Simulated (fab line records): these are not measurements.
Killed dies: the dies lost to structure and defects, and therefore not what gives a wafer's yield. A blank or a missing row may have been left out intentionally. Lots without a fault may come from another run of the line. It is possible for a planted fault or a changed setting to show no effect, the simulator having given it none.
Which tool was responsible?    flow rit-cmos    15 lots, 45 wafers sampled, at 2 steps of a route of 202

## WHAT EACH GAUGE READ, for each wafer
RIT_NRETRO_OVL_MEAS_06.
lot   measured     on          NRETRO_OVL (nm)
L212  day 2 05:50  overlay-02  -2.5 -2.0 -0.8
L213  day 2 09:52  overlay-01  0.7 1.0 3.4
L215  day 2 21:54  overlay-02  -0.1 -2.3 -2.5
L216  day 3 03:06  overlay-02  0.5 1.0 -0.3
L219  day 3 19:52  overlay-02  418.7 419.8 422.3
L221  day 4 02:01  overlay-02  418.3 419.2 419.7
L222  day 4 07:39  overlay-01  419.2 418.6 419.9
L225  day 4 22:19  overlay-02  -0.6 -0.5 -2.2
L226  day 5 03:19  overlay-02  -2.0 -2.7 -0.7
L227  day 5 10:02  overlay-02  -1.6 1.9 -0.7
L229  day 5 19:20  overlay-01  -1.0 -0.3 -0.8
L230  day 5 22:39  overlay-01  -0.5 -0.6 -1.2
L233  day 6 14:41  overlay-01  -0.2 -0.1 -0.8
L234  day 6 18:49  overlay-02  -0.7 -2.0 -1.1
L235  day 7 00:25  overlay-01  -1.1 -3.7 -1.5

## TOOL THAT RAN EACH LOT (tool first, then ch and the chambers of the sampled wafers, then the start)
lot   RIT_NRETRO_EXPOSE_03
L212  iline-stepper-02 ch 0, day 2 05:26
L213  iline-stepper-01 ch 0, day 2 09:26
L215  iline-stepper-02 ch 0, day 2 21:29
L216  iline-stepper-01 ch 0, day 3 02:40
L219  iline-stepper-01 ch 0, day 3 19:26
L221  iline-stepper-01 ch 0, day 4 01:36
L222  iline-stepper-01 ch 0, day 4 07:13
L225  iline-stepper-02 ch 0, day 4 21:54
L226  iline-stepper-02 ch 0, day 5 02:53
L227  iline-stepper-02 ch 0, day 5 09:37
L229  iline-stepper-02 ch 0, day 5 18:54
L230  iline-stepper-02 ch 0, day 5 22:13
L233  iline-stepper-02 ch 0, day 6 14:18
L234  iline-stepper-02 ch 0, day 6 18:26
L235  iline-stepper-02 ch 0, day 6 23:59
- RIT_NRETRO_EXPOSE_03: exposes mask M4, target cd 43900 nm.

## WHAT THE TOOLS THEMSELVES READ (means of the sampled wafers that have a number; where no wafer has one, the mark that the record gives instead)
RIT_NRETRO_EXPOSE_03.
lot   tool              stage-vel-mm-s (mm/s)
L212  iline-stepper-02  499.66
L213  iline-stepper-01  500.13
L215  iline-stepper-02  499.92
L216  iline-stepper-01  499.91
L219  iline-stepper-01  499.97
L221  iline-stepper-01  500.32
L222  iline-stepper-01  499.93
L225  iline-stepper-02  499.76
L226  iline-stepper-02  500.02
L227  iline-stepper-02  500.43
L229  iline-stepper-02  499.99
L230  iline-stepper-02  500.13
L233  iline-stepper-02  499.67
L234  iline-stepper-02  499.92
L235  iline-stepper-02  499.73

## THE ANSWER, worked out from the rows above alone
Rule: the usual values come from the lots themselves. The widest of any qualifying gaps counts: lots, ordered by their means at a reading, are off when they make up no more than a third of the lots, leave a main group of 4 or more, and stand apart from it by 3 or more times the standard deviation of that group's means. Not used: any main group whose means are identical at the precision the tables above print for the reading. A lot without any number at a reading at which 4 lots or more have one is off too. The other lots that the step has rows for count as sound. Order of review: gauges by route order, followed by the tools' own readings, for which a lot's mean as printed above is used. The first step at which some lot is off is used, and at that step the reading that is off furthest; a lot without a number counts as furthest.
Off: at RIT_NRETRO_OVL_MEAS_06 (NRETRO_OVL), L219, L221, L222. Mean -0.8 nm and standard deviation 1 in the main group.
A tool fits if, at a process step before that reading, it ran every lot that is off, and no sound lot after the first of them. Those tools and the gauges at RIT_NRETRO_OVL_MEAS_06 are tried in the same way. One fits: iline-stepper-01 at RIT_NRETRO_EXPOSE_03. Its last sound lot is L216 (day 3 02:40), its first lot that is off L219 (day 3 19:26): a fault that began between those two fits.

## WHAT HAD BEEN PUT IN BY THE SIMULATOR
Scanner matching overlay: iline-stepper-01, from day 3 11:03 on, at RIT_NRETRO_EXPOSE_03. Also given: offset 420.
Struck lots among those shown: L219, L221, L222. This agrees with what the rule above found.
